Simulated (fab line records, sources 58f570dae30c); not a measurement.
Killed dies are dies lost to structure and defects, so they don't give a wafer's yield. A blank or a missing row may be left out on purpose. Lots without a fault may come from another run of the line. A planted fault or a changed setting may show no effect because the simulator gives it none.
Chamber matching | flow berkeley_cmos170 | UCB170_NWELL_ETCH_13 on rie_diel-04: 4 sister chambers
The step etches Si3N4 in CH3F/Ar/O2, stops on SiO2, target depth 246.4 nm, time 154 s. 4 wafers are shown with their chamber, then 9 later ones without.

WAFERS WITH THEIR CHAMBER
wafer  | chamber | drypump_motor_current_A (A)
L084.4 | 0       | 5.8
L088.2 | 2       | 5.4
L088.4 | 3       | 5.3
L088.5 | 1       | 5.9

WAFERS WITHOUT THEIR CHAMBER
wafer  | drypump_motor_current_A (A)
L093.1 | 5.9
L093.4 | 5.9
L093.6 | 5.4
L094.1 | 5.3
L094.4 | 5.9
L094.6 | 5.3
L097.1 | 5.4
L097.2 | 6.0
L097.6 | 6.0

WHICH CHAMBER EACH WENT THROUGH
wafer  | from the rows above | in truth
L093.1 | 1                   | 1
L093.4 | 1                   | 1
L093.6 | 2                   | 2
L094.1 | 3                   | 3
L094.4 | 1                   | 1
L094.6 | 3                   | 3
L097.1 | 2                   | 2
L097.2 | 1                   | 1
L097.6 | 1                   | 1
Placed correctly: 9 of 9. Can't be placed from these rows: 0. Placed wrongly: 0.
How it was worked out, from the rows above alone: a wafer's distance from a chamber is the root of the sum, over the readings, of the square of ((its reading less the chamber's mean) divided by the reading's scatter). The wafer belongs to the nearest chamber; if the next one is less than 2 further off, it can't be placed. A chamber's mean is the mean of its shown wafers. The scatter: with one shown wafer a chamber, the root of the mean of the squares of how far each hidden wafer lies from its nearest shown one.
